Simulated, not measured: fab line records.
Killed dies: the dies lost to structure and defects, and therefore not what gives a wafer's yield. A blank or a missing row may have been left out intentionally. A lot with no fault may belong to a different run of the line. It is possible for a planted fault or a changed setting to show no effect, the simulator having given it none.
fab line records | flow rit-cmos
record lots=14 wafers=42 last-day=7
route steps=202 shown NWELL@38 GATE@97 NLDD@105 PLDD@124 M1@202
lots untouched by any fault: they come from a run of this same line in which no faults occurred
start-h: the number of hours between the record's first day and the start of the first shown wafer of the lot | wait-h: hours from the lot's prior step to this one | " as in the row above | L1.1+2: one row covering several wafers at once | - either no value or no given start | * or withheld: withheld | < > ~ a bound
route shown NAME@n: NAME is a module with steps in the file, n the number in the route of the first one | usual: average and standard deviation across the fault-free wafers | same: alike in all rows | chamber/n: place in a boat | sites: the reading at each site | _std_site: how widely they spread, as a standard deviation | _edge_site: outer sites' mean less inner sites' | radius-mm: how far each site lies from the wafer's centre | mask NAME#n: copy n | behind: the last tool/chamber to shape the wafer | hold: the reason the lot was held/the length of the hold in hours/how it ended | device: the transistor (n, p or np) that didn't switch | end of line: tests of these same wafers at the route's end | a step without rows: its recipe alone | killed: count of dies lost to structure and defects at first sort (not the wafer's yield) | map: shows each die of a wafer: x if killed, . if not, _ if none is there
set.NAME: the setting that was run; set.NAME@STEP: the one run at that earlier step | model.NAME: the simulator's own value behind a step, which no gauge read
steps of the route over a sample of lots; a table a step, a row a wafer
## steps
# step RIT_NWELL_TW_MEAS_10
# usual NWELL_TW=2140/13
# columns lot.wafer tool chamber start-h wait-h NWELL_TW
L609.4 film-metro-02 - 30.20 0.1 2151
L609.5 " - " " 2143
L609.6 " - " " 2149
L610.2 film-metro-04 - 31.50 0.1 2143
L610.5 " - " " 2146
L610.6 " - " " 2125
L611.1 film-metro-02 - 36.10 0.1 2151
L611.4 " - " " 2150
L611.5 " - " " 2132
L612.1 film-metro-04 - 44.23 0.1 2138
L612.2 " - " " 2153
L612.5 " - " " 2133
L614.2 film-metro-02 - 50.94 0.1 2149
L614.4 " - " " 2143
L614.6 " - " " 2148
L615.1 film-metro-02 - 55.78 0.1 2152
L615.3 " - " " 2143
L615.6 " - " " 2160
L619.1 film-metro-04 - 76.09 0.1 2152
L619.4 " - " " 2145
L619.5 " - " " 2160
L624.2 film-metro-04 - 102.94 0.1 2133
L624.5 " - " " 2141
L624.6 " - " " 2157
L626.1 film-metro-02 - 111.56 0.1 2132
L626.2 " - " " 2137
L626.6 " - " " 2152
L627.2 film-metro-01 - 116.34 0.1 2110
L627.3 " - " " 2122
L627.6 " - " " 2116
L628.2 film-metro-01 - 120.98 0.1 2139
L628.4 " - " " 2143
L628.5 " - " " 2149
L629.1 film-metro-02 - 127.50 0.1 2125
L629.2 " - " " 2128
L629.4 " - " " 2118
L630.2 film-metro-01 - 132.56 0.1 2148
L630.4 " - " " 2147
L630.5 " - " " 2145
L631.3 film-metro-02 - 138.25 0.1 2127
L631.5 " - " " 2133
L631.6 " - " " 2134
# step RIT_GATE_CD_MEAS_90
# recipe target-cd-nm=150
# usual cd-nm=150.4/2.6
# columns lot.wafer tool chamber start-h wait-h cd-nm
L609.4 cd-sem-02 - 46.77 0.1 152.6
L609.5 " - " " 153.0
L609.6 " - " " 152.1
L610.2 cd-sem-02 - 52.51 0.2 146.1
L610.5 " - " " 147.7
L610.6 " - " " 146.7
L611.1 cd-sem-02 - 52.83 0.1 152.5
L611.4 " - " " 151.9
L611.5 " - " " 152.4
L612.1 cd-sem-02 - 64.84 0.2 150.5
L612.2 " - " " 152.7
L612.5 " - " " 154.5
L614.2 cd-sem-02 - 66.31 0.1 147.4
L614.4 " - " " 146.6
L614.6 " - " " 148.2
L615.1 cd-sem-02 - 72.78 0.1 156.3
L615.3 " - " " 156.9
L615.6 " - " " 157.0
L619.1 cd-sem-02 - 92.71 0.1 146.1
L619.4 " - " " 148.0
L619.5 " - " " 148.7
L624.2 cd-sem-02 - 118.91 0.1 146.8
L624.5 " - " " 150.0
L624.6 " - " " 149.5
L626.1 cd-sem-01 - 126.65 0.1 151.7
L626.2 " - " " 153.1
L626.6 " - " " 151.6
L627.2 cd-sem-02 - 135.23 0.1 154.1
L627.3 " - " " 156.3
L627.6 " - " " 154.0
L628.2 cd-sem-01 - 137.61 0.1 151.3
L628.4 " - " " 150.2
L628.5 " - " " 149.9
L629.1 cd-sem-02 - 143.22 0.1 150.1
L629.2 " - " " 150.7
L629.4 " - " " 149.8
L630.2 cd-sem-02 - 148.71 0.1 152.1
L630.4 " - " " 150.2
L630.5 " - " " 150.1
L631.3 cd-sem-01 - 153.55 0.1 148.5
L631.5 " - " " 149.6
L631.6 " - " " 152.2
# step RIT_NLDD_SOFTBAKE_02
# recipe resist=NOVOLAK temp-c=90 time-s=60
# usual heater-power-total-W=34.56/0.045 plate-temp-C=89.99/0.13 run-length-s=89.12/0.22
# columns lot.wafer tool chamber start-h wait-h heater-power-total-W plate-temp-C run-length-s
L609.4 litho-track-04 0 50.21 0.1 34.63 89.95 89.22
L609.5 " 0 " " 34.60 90.13 89.23
L609.6 " 0 " " 34.52 89.90 89.52
L610.2 litho-track-03 0 56.29 0.1 34.54 89.99 89.12
L610.5 " 0 " " 34.48 90.11 89.31
L610.6 " 0 " " 34.53 90.04 89.28
L611.1 litho-track-01 0 56.32 0.1 34.56 89.93 88.85
L611.4 " 0 " " 34.56 89.92 88.84
L611.5 " 0 " " 34.61 89.81 88.88
L612.1 litho-track-01 0 69.25 0.1 34.63 90.08 88.84
L612.2 " 0 " " 34.63 89.94 88.79
L612.5 " 0 " " 34.59 90.10 88.77
L614.2 litho-track-03 0 70.77 0.1 34.60 90.08 89.26
L614.4 " 0 " " 34.56 90.20 89.25
L614.6 " 0 " " 34.56 90.15 89.45
L615.1 litho-track-03 0 76.20 0.1 35.09 - 86.40
L615.3 " 0 " " 35.12 - 86.40
L615.6 " 0 " " 35.09 - 86.55
L619.1 litho-track-03 0 96.50 0.1 35.09 - 86.39
L619.4 " 0 " " 34.97 - 86.60
L619.5 " 0 " " 35.11 - 86.60
L624.2 litho-track-04 0 122.31 0.1 34.55 90.08 89.35
L624.5 " 0 " " 34.51 90.13 89.18
L624.6 " 0 " " 34.50 90.06 89.26
L626.1 litho-track-01 0 130.05 0.1 34.48 89.97 88.89
L626.2 " 0 " " 34.52 89.72 88.86
L626.6 " 0 " " 34.61 89.82 88.91
L627.2 litho-track-01 0 138.65 0.1 34.55 90.12 88.97
L627.3 " 0 " " 34.64 90.38 88.86
L627.6 " 0 " " 34.58 90.16 88.87
L628.2 litho-track-04 0 142.13 0.1 34.56 89.72 89.56
L628.4 " 0 " " 34.58 89.97 89.39
L628.5 " 0 " " 34.59 90.15 89.24
L629.1 litho-track-01 0 146.61 0.1 34.51 90.07 88.89
L629.2 " 0 " " 34.58 90.12 89.07
L629.4 " 0 " " 34.53 90.10 88.95
L630.2 litho-track-01 0 152.11 0.1 34.63 89.78 88.72
L630.4 " 0 " " 34.64 89.98 88.94
L630.5 " 0 " " 34.63 89.91 88.93
L631.3 litho-track-04 0 156.95 0.1 34.58 90.03 89.39
L631.5 " 0 " " 34.63 90.14 89.37
L631.6 " 0 " " 34.61 89.82 89.30
# step RIT_PLDD_TW_MEAS_10
# usual PLDD_TW=2344/11
# columns lot.wafer tool chamber start-h wait-h PLDD_TW
L609.4 film-metro-04 - 53.05 0.1 2350
L609.5 " - " " 2351
L609.6 " - " " 2354
L610.2 film-metro-04 - 58.96 0.1 2346
L610.5 " - " " 2355
L610.6 " - " " 2352
L611.1 film-metro-03 - 59.06 0.1 2349
L611.4 " - " " 2358
L611.5 " - " " 2340
L612.1 film-metro-03 - 72.36 0.1 2337
L612.2 " - " " 2336
L612.5 " - " " 2347
L614.2 film-metro-03 - 73.69 0.1 2340
L614.4 " - " " 2348
L614.6 " - " " 2354
L615.1 film-metro-02 - 78.91 0.1 2321
L615.3 " - " " 2319
L615.6 " - " " 2330
L619.1 film-metro-04 - 99.11 0.1 2351
L619.4 " - " " 2334
L619.5 " - " " 2351
L624.2 film-metro-03 - 124.90 0.1 2348
L624.5 " - " " 2341
L624.6 " - " " 2337
L626.1 film-metro-03 - 132.70 0.1 2342
L626.2 " - " " 2348
L626.6 " - " " 2344
L627.2 film-metro-04 - 141.15 0.1 2354
L627.3 " - " " 2354
L627.6 " - " " 2345
L628.2 film-metro-04 - 144.93 0.1 2351
L628.4 " - " " 2355
L628.5 " - " " 2366
L629.1 film-metro-04 - 149.35 0.1 2342
L629.2 " - " " 2351
L629.4 " - " " 2362
L630.2 film-metro-03 - 154.78 0.1 2353
L630.4 " - " " 2354
L630.5 " - " " 2364
L631.3 film-metro-03 - 159.66 0.1 2350
L631.5 " - " " 2355
L631.6 " - " " 2353
# step RIT_M1_PROBE_99
# usual killed-at-contacts=0.0/0.22 killed-at-front-end=7/3.1 killed-dies=7/3.1 killed-open=3.5/2.2 killed-short=3.3/1.9
# same gross-dies=264 killed_at_M0_to_M3=0 killed_at_M4_up=0 killed-at-back-side=0 killed-at-other=0
# columns lot.wafer tool chamber start-h wait-h killed-at-contacts killed-at-front-end killed-dies killed-open killed-short
L615.1 prober-02 - 93.58 0.1 0 8 8 2 6
L615.3 prober-02 - 93.68 0.2 0 4 4 1 3
L615.6 prober-02 - 93.83 0.2 0 5 5 1 4
L619.1 prober-02 - 113.83 0.1 0 9 9 7 2
L619.4 prober-02 - 113.98 0.2 0 7 7 5 2
L619.5 prober-02 - 114.03 0.2 1 10 11 7 4
L624.2 prober-01 - 138.85 0.1 0 12 12 6 6
L624.5 prober-01 - 139.00 0.2 0 8 8 3 5
L624.6 prober-01 - 139.05 0.2 0 6 6 3 3
L626.1 prober-01 - 146.64 0.1 0 1 1 0 1
L626.2 prober-01 - 146.69 0.1 0 4 4 3 1
L626.6 prober-01 - 146.89 0.2 0 10 10 5 5
L628.2 prober-01 - 158.57 0.1 0 11 11 9 2
L628.4 prober-01 - 158.67 0.2 0 9 9 3 6
L628.5 prober-01 - 158.72 0.2 0 12 12 8 4
L630.2 prober-01 - 169.13 0.1 0 6 6 4 2
L630.4 prober-01 - 169.23 0.2 0 6 6 2 4
L630.5 prober-01 - 169.28 0.2 0 4 4 1 3
# killed by level:class
L615.1 FOX1:geometric-particle:short=3 REOX:geometric-particle:open=2 REOX:geometric-particle:short=2 GATE:geometric-particle:short=1
L615.3 GATE:geometric-particle:short=2 SPACER:geometric-particle:open=1 SILICIDE:geometric-particle:short=1
L615.6 GATE:geometric-particle:short=2 REOX:geometric-particle:short=2 REOX:geometric-particle:open=1
L619.1 GATE:geometric-particle:open=6 FOX1:geometric-particle:short=1 GATE:geometric-particle:short=1 SILICIDE:geometric-particle:open=1
L619.4 GATE:geometric-particle:open=3 FOX1:geometric-particle:short=1 FOX2:geometric-particle:open=1 GATE:geometric-particle:short=1 SPACER:geometric-particle:open=1
L619.5 GATE:geometric-particle:open=3 GATE:geometric-particle:short=2 SILICIDE:geometric-particle:short=2 FOX2:geometric-particle:open=1 REOX:geometric-particle:open=1 SILICIDE:geometric-particle:open=1 CONTACT:geometric-particle:open=1
L624.2 GATE:geometric-particle:open=4 REOX:geometric-particle:short=3 GATE:geometric-particle:short=2 REOX:geometric-particle:open=2 SILICIDE:geometric-particle:short=1
L624.5 SPACER:geometric-particle:short=3 GATE:geometric-particle:open=2 GATE:geometric-particle:short=1 REOX:geometric-particle:short=1 SPACER:geometric-particle:open=1
L624.6 GATE:geometric-particle:short=3 SPACER:geometric-particle:open=3
L626.1 FOX1:geometric-particle:short=1
L626.2 GATE:geometric-particle:open=2 FOX1:geometric-particle:short=1 REOX:geometric-particle:open=1
L626.6 SPACER:geometric-particle:short=3 GATE:geometric-particle:open=2 SPACER:geometric-particle:open=2 FOX2:geometric-particle:open=1 GATE:geometric-particle:short=1 REOX:geometric-particle:short=1
L628.2 GATE:geometric-particle:open=3 SILICIDE:geometric-particle:open=3 FOX2:geometric-particle:open=2 FOX2:geometric-particle:short=1 SPACER:geometric-particle:open=1 SILICIDE:geometric-particle:short=1
L628.4 SILICIDE:geometric-particle:short=4 FOX2:geometric-particle:open=1 GATE:geometric-particle:open=1 GATE:geometric-particle:short=1 SPACER:geometric-particle:short=1 SILICIDE:geometric-particle:open=1
L628.5 SILICIDE:geometric-particle:open=4 FOX1:geometric-particle:open=2 FOX2:geometric-particle:short=2 FOX2:geometric-particle:open=1 REOX:geometric-particle:open=1 REOX:geometric-particle:short=1 SILICIDE:geometric-particle:short=1
L630.2 REOX:geometric-particle:open=4 GATE:geometric-particle:short=1 REOX:geometric-particle:short=1
L630.4 GATE:geometric-particle:short=2 FOX1:geometric-particle:open=1 FOX2:geometric-particle:short=1 GATE:geometric-particle:open=1 SPACER:geometric-particle:short=1
L630.5 SILICIDE:geometric-particle:short=2 FOX1:geometric-particle:open=1 REOX:geometric-particle:short=1
## key
first-sign step=RIT_NLDD_SOFTBAKE_02 reading=run-length-s direction=down sigmas=12 usual=* struck=*
effect step=RIT_NLDD_SOFTBAKE_02 reading=heater-power-total-W direction=up sigmas=12 usual=34.56 struck=35.08
met-at RIT_NLDD_SOFTBAKE_02
struck-lots L615,L619
tester-left-out L615,L619
not-acting-at RIT_NWELL_TW_MEAS_10,RIT_GATE_CD_MEAS_90,RIT_PLDD_TW_MEAS_10
onset-between 70.77 76.20
fault kind=process-parameter-drift tool=litho-track-03 chamber=- onset-h=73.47 steps=RIT_NLDD_SOFTBAKE_02 channel=time-s offset=* shape=step end-h=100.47 acts-in=* stated=*
# tester-left-out: of these lots the tester's yield and bins aren't shown, on N5 and GAA mostly nor the transistor test; their killed dies are dies lost to structure and defects alone, not to doping, threshold or leakage, so they don't give the yield
